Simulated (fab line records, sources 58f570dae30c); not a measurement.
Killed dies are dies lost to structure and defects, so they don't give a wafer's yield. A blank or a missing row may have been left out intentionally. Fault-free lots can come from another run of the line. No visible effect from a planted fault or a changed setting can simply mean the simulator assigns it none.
Which of the tools did it? | flow berkeley_cmos170 | Sampling: 15 lots, 45 wafers, 5 of 331 route steps

## WHAT EACH GAUGE READ, for each wafer
UCB170_PFIELD_TW_MEAS_09. Usual: PFIELD_TW typically reads 607, with standard deviation 3.2.
lot  | measured    | on            | PFIELD_TW   | flag
L220 | day 4 17:04 | film_metro-03 | 612 613 612 |
L221 | day 4 17:22 | film_metro-01 | 608 609 607 |
L222 | day 5 07:23 | film_metro-03 | 609 609 611 |
L224 | day 5 18:22 | film_metro-03 | 611 610 610 |
L223 | day 5 18:34 | film_metro-01 | 605 602 609 |
L225 | day 5 18:44 | film_metro-02 | 606 606 606 |
L226 | day 6 12:05 | film_metro-02 | 609 606 607 |
L227 | day 6 18:58 | film_metro-03 | 604 604 609 |
L228 | day 6 18:49 | film_metro-01 | 606 609 605 |
L239 | day 9 01:06 | film_metro-01 | 606 611 607 |
L238 | day 9 01:23 | film_metro-03 | 606 612 614 |
L241 | day 9 12:59 | film_metro-02 | 607 605 605 |
L240 | day 9 12:45 | film_metro-01 | 607 608 606 |
L242 | day 9 21:49 | film_metro-01 | 608 604 605 |
L243 | day 9 21:35 | film_metro-02 | 603 609 601 |

UCB170_GATE_THK_MEAS_05. Usual: GATE_POLY_THK typically reads 205.4 nm, with standard deviation 1.7.
lot  | measured     | on            | GATE_POLY_THK (nm) | flag
L220 | day 6 18:58  | film_metro-02 | 206.8 203.8 206.7  |
L221 | day 6 18:56  | film_metro-01 | 208.1 208.8 207.0  |
L222 | day 7 16:33  | film_metro-02 | 204.5 203.3 205.9  |
L224 | day 7 23:26  | film_metro-01 | 205.9 204.9 206.0  |
L223 | day 7 23:26  | film_metro-04 | 203.1 205.0 204.3  |
L225 | day 7 23:26  | film_metro-02 | 204.1 202.6 204.1  |
L226 | day 8 15:57  | film_metro-02 | 251.9 252.5 254.0  | OFF
L227 | day 8 15:58  | film_metro-04 | 249.4 251.3 250.0  | OFF
L228 | day 8 15:56  | film_metro-01 | 249.8 250.4 250.3  | OFF
L239 | day 11 19:45 | film_metro-01 | 202.4 204.7 203.0  |
L238 | day 11 19:46 | film_metro-02 | 206.8 206.6 206.9  |
L241 | day 12 03:26 | film_metro-01 | 205.2 205.7 204.6  |
L240 | day 12 03:26 | film_metro-04 | 210.2 207.9 208.4  |
L242 | day 12 11:13 | film_metro-01 | 205.5 206.7 206.6  |
L243 | day 12 11:12 | film_metro-04 | 207.1 206.5 206.3  |

## EACH LOT AND THE TOOL THAT RAN IT (in order: tool; ch and the chambers of the sampled wafers; start)
lot  | UCB170_PWELL_STRIP_16               | UCB170_ACTIVE_STRIP_16              | UCB170_GATE_CVD_04
L220 | plasma_asher-02 ch 0,1, day 3 01:26 | plasma_asher-03 ch 0,1, day 4 15:16 | lpcvd-02 ch 1, day 6 17:31
L221 | plasma_asher-02 ch 0,1, day 3 07:40 | plasma_asher-04 ch 0,1, day 4 15:32 | lpcvd-02 ch 1, day 6 17:31
L222 | plasma_asher-01 ch 0,1, day 3 21:16 | plasma_asher-02 ch 0,1, day 5 05:42 | lpcvd-02 ch 0, day 7 15:08
L224 | plasma_asher-01 ch 0,1, day 4 04:26 | plasma_asher-03 ch 0,1, day 5 15:16 | lpcvd-02 ch 1, day 7 22:02
L223 | plasma_asher-02 ch 0,1, day 4 04:47 | plasma_asher-02 ch 0,1, day 5 15:43 | lpcvd-02 ch 0, day 7 22:02
L225 | plasma_asher-03 ch 1, day 4 04:54   | plasma_asher-02 ch 1, day 5 15:27   | lpcvd-02 ch 0, day 7 22:02
L226 | plasma_asher-01 ch 0,1, day 4 19:37 | plasma_asher-03 ch 0,1, day 6 09:58 | lpcvd-02 ch 1, day 8 14:32
L227 | plasma_asher-01 ch 0,1, day 5 00:49 | plasma_asher-02 ch 0,1, day 6 15:12 | lpcvd-02 ch 0, day 8 14:32
L228 | plasma_asher-02 ch 0,1, day 5 00:55 | plasma_asher-03 ch 0,1, day 6 14:58 | lpcvd-02 ch 1, day 8 14:32
L239 | plasma_asher-03 ch 0,1, day 7 09:01 | plasma_asher-04 ch 0,1, day 8 23:26 | lpcvd-02 ch 0, day 11 18:21
L238 | plasma_asher-02 ch 0,1, day 7 09:15 | plasma_asher-02 ch 0,1, day 8 23:41 | lpcvd-02 ch 0, day 11 18:21
L241 | plasma_asher-03 ch 0,1, day 7 20:10 | plasma_asher-03 ch 0,1, day 9 09:44 | lpcvd-02 ch 0, day 12 02:02
L240 | plasma_asher-01 ch 0,1, day 7 20:24 | plasma_asher-02 ch 0,1, day 9 09:29 | lpcvd-02 ch 0, day 12 02:02
L242 | plasma_asher-01 ch 0,1, day 8 06:45 | plasma_asher-02 ch 0,1, day 9 18:56 | lpcvd-02 ch 1, day 12 09:46
L243 | plasma_asher-03 ch 0,1, day 8 06:54 | plasma_asher-02 ch 0,1, day 9 18:41 | lpcvd-02 ch 0, day 12 09:46
- UCB170_PWELL_STRIP_16: strips in O2.
- UCB170_ACTIVE_STRIP_16: strips in O2.
- UCB170_GATE_CVD_04: deposits poly-Si from SiH4, time 1390 s, target thk 214 nm.

## WHAT THE TOOLS THEMSELVES READ (means of the sampled wafers that have a number; where no wafer has one, the mark that the record gives instead)
UCB170_PWELL_STRIP_16. Usual: drypump_motor_current_A 5.8 A, standard deviation 0.6; oes_product_au 0.721 a.u., standard deviation 0.0043; strip_time_to_endpoint_s 18.13 s, standard deviation 0.08.
lot  | tool            | drypump_motor_current_A (A) | oes_product_au (a.u.) | strip_time_to_endpoint_s (s) | flag
L220 | plasma_asher-02 | 6.3                         | 0.723                 | 18.10                        |
L221 | plasma_asher-02 | 6.3                         | 0.722                 | 18.23                        |
L222 | plasma_asher-01 | 5.6                         | 0.717                 | 18.16                        |
L224 | plasma_asher-01 | 5.9                         | 0.721                 | 18.17                        |
L223 | plasma_asher-02 | 6.0                         | 0.724                 | 18.17                        |
L225 | plasma_asher-03 | 4.8                         | 0.723                 | 18.14                        |
L226 | plasma_asher-01 | 5.9                         | 0.720                 | 18.28                        |
L227 | plasma_asher-01 | 5.5                         | 0.720                 | 18.07                        |
L228 | plasma_asher-02 | 6.0                         | 0.721                 | 18.31                        |
L239 | plasma_asher-03 | 5.2                         | 0.719                 | 18.15                        |
L238 | plasma_asher-02 | 6.0                         | 0.723                 | 17.97                        |
L241 | plasma_asher-03 | 5.6                         | 0.720                 | 18.07                        |
L240 | plasma_asher-01 | 5.5                         | 0.720                 | 18.12                        |
L242 | plasma_asher-01 | 5.6                         | 0.720                 | 18.10                        |
L243 | plasma_asher-03 | 5.6                         | 0.724                 | 18.17                        |

UCB170_ACTIVE_STRIP_16. Usual: drypump_motor_current_A 6.0 A, standard deviation 0.55; oes_product_au 0.721 a.u., standard deviation 0.0042; strip_time_to_endpoint_s 18.12 s, standard deviation 0.084.
lot  | tool            | drypump_motor_current_A (A) | oes_product_au (a.u.) | strip_time_to_endpoint_s (s) | flag
L220 | plasma_asher-03 | 5.6                         | 0.721                 | 18.22                        |
L221 | plasma_asher-04 | 6.2                         | 0.720                 | 18.20                        |
L222 | plasma_asher-02 | 6.0                         | 0.722                 | 18.19                        |
L224 | plasma_asher-03 | 5.2                         | 0.720                 | 18.21                        |
L223 | plasma_asher-02 | 6.3                         | 0.722                 | 18.23                        |
L225 | plasma_asher-02 | 6.5                         | 0.720                 | 18.02                        |
L226 | plasma_asher-03 | 5.2                         | 0.719                 | 18.10                        |
L227 | plasma_asher-02 | 6.3                         | 0.716                 | 18.07                        |
L228 | plasma_asher-03 | 5.2                         | 0.715                 | 18.06                        |
L239 | plasma_asher-04 | 6.4                         | 0.719                 | 18.11                        |
L238 | plasma_asher-02 | 6.1                         | 0.719                 | 18.24                        |
L241 | plasma_asher-03 | 5.2                         | 0.721                 | 18.05                        |
L240 | plasma_asher-02 | 6.3                         | 0.719                 | 18.14                        |
L242 | plasma_asher-02 | 6.0                         | 0.725                 | 18.13                        |
L243 | plasma_asher-02 | 6.3                         | 0.722                 | 18.08                        |

UCB170_GATE_CVD_04. Usual: pressure_mtorr 375.0 mTorr, standard deviation 0.83; susceptor_temp_C 610.04 C, standard deviation 0.29.
lot  | tool     | pressure_mtorr (mTorr) | susceptor_temp_C (C) | flag
L220 | lpcvd-02 | 375.2                  | 609.62               |
L221 | lpcvd-02 | 374.7                  | 610.15               |
L222 | lpcvd-02 | 374.3                  | 610.11               |
L224 | lpcvd-02 | 374.5                  | 609.87               |
L223 | lpcvd-02 | 373.8                  | 610.12               |
L225 | lpcvd-02 | 375.1                  | 609.98               |
L226 | lpcvd-02 | 562.2                  | 610.48               | OFF
L227 | lpcvd-02 | 563.0                  | 609.92               | OFF
L228 | lpcvd-02 | 562.9                  | 609.81               | OFF
L239 | lpcvd-02 | 374.5                  | 610.00               |
L238 | lpcvd-02 | 376.1                  | 610.32               |
L241 | lpcvd-02 | 374.8                  | 610.03               |
L240 | lpcvd-02 | 375.5                  | 610.47               |
L242 | lpcvd-02 | 374.8                  | 610.25               |
L243 | lpcvd-02 | 375.6                  | 610.14               |

## THE ANSWER, worked out from the rows above alone
Rule: a lot is off if the mean of its wafers that have a number lies more than 3 standard deviations from the usual mean. Also off: a lot with no number at a reading for which 4 or more lots have one. Where the step has rows for the other lots, those lots are counted as sound. After the gauges, taken in route order, come the tools' own readings; for these a lot's mean is taken, as printed above. At the first step where some lot is off, the reading lying furthest off is the one used; lots without a number count as furthest.
Off: at UCB170_GATE_THK_MEAS_05 (GATE_POLY_THK), L226, L227, L228.
A tool fits if, at a process step before that reading, it ran every lot that is off, and no sound lot after the first of them. Not tried: the gauges at UCB170_GATE_THK_MEAS_05; whatever is off there is also off at UCB170_GATE_CVD_04, on other tools, and gauge error can't account for it. Of those tried, none fits.

## WHAT THE SIMULATOR HAD PUT IN
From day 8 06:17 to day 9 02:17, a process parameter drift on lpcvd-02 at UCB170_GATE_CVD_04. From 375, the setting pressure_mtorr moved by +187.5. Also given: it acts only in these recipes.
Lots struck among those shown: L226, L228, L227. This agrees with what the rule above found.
